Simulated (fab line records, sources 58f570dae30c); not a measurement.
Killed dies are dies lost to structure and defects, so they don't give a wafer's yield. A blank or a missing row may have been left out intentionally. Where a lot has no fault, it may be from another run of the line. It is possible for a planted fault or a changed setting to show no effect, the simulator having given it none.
2 desks looking at one fault + flow berkeley-cmos170 + every desk sees just its own numbers, and what lay behind them comes last

== AT THE METROLOGY DESK ==
What the gauges read, lot by lot, whatever tool the lot ran on: means of the sampled wafers that have a number. Any lot whose mean is over 4 standard deviations away from the usual mean is out of limits and marked OUT; that distance is given in the brackets.
Columns: A = M1_AL_RS at UCB170_M1_RS_MEAS_01, usual 0.0486 ohm/sq; B = M1_AL_THK at UCB170_M1_THK_MEAS_02, usual 601 nm; C = cd-nm at UCB170_M1_CD_MEAS_09, usual 700.2 nm; D = M1_OVL at UCB170_M1_OVL_MEAS_10, usual 0 nm
| lot  | first seen here | A      | B   | C     | D  |
|------|-----------------|--------|-----|-------|----|
| L173 | day 9 01:00     | 0.0476 | 614 | 700.6 | 5  |
| L177 | day 10 03:51    | 0.0484 | 607 | 702.3 | -1 |
| L174 | day 10 04:01    | 0.0490 | 595 | 699.3 | 5  |
| L175 | day 10 04:36    | 0.0492 | 594 | 698.6 | -2 |
| L186 | day 11 19:13    | 0.0478 | 612 | 701.7 | 1  |
| L190 | day 12 19:06    | 0.0490 | 600 | 700.2 | 4  |
This desk's verdict: no lot among the 6 shows anything out of limits.

== THE TOOL OWNER'S DESK: rie-metal-01 ==
The tool's own readings at UCB170_M1_METAL_ETCH_12 (etches Al in Cl2/BCl3, stops on PSG, target depth 780 nm, time 130 s): means of the sampled wafers that have a number, for each lot that ran on this tool. Any lot whose mean is over 4 standard deviations away from the usual mean is out of limits and marked OUT; that distance is given in the brackets.
Columns: A = drypump-motor-current-A at UCB170_M1_METAL_ETCH_12, usual 5.3 A; B = oes-product-au at UCB170_M1_METAL_ETCH_12, usual 0.847 a.u.; C = rf-fwd-power-W at UCB170_M1_METAL_ETCH_12, usual 597.2 W; D = throttle-valve-pct at UCB170_M1_METAL_ETCH_12, usual 24.41 %
| lot  | first seen here | A   | B     | C               | D     |
|------|-----------------|-----|-------|-----------------|-------|
| L173 | day 9 02:21     | 5.5 | 0.840 | 596.9           | 24.36 |
| L174 | day 10 06:20    | 5.4 | 0.822 | 525.3 (-45) OUT | 24.40 |
| L175 | day 10 06:47    | 5.4 | 0.820 | 524.8 (-45) OUT | 24.41 |
This desk finds L174, L175 out of limits, L174 being first, at day 10 06:20 (rf-fwd-power-W at UCB170_M1_METAL_ETCH_12). L173: within limits.

== PUT TOGETHER ==
At day 10 06:20, on L174, L175, the tool owner's desk was in a position to raise an alarm.
From the metrology desk's view, nothing was out of limits.
The metrology desk holds a record of L174, L175, inside its limits.
Every lot named ran UCB170_M1_METAL_ETCH_12 on rie-metal-01.

== WHAT THE SIMULATOR HAD INSERTED ==
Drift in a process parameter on rie-metal-01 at UCB170_M1_METAL_ETCH_12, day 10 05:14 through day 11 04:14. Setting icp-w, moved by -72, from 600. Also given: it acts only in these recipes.
Shown lots that were struck: L174, L175.
Time in hours from fault onset to the first out-of-limits reading at each desk: the tool owner's desk, 1.
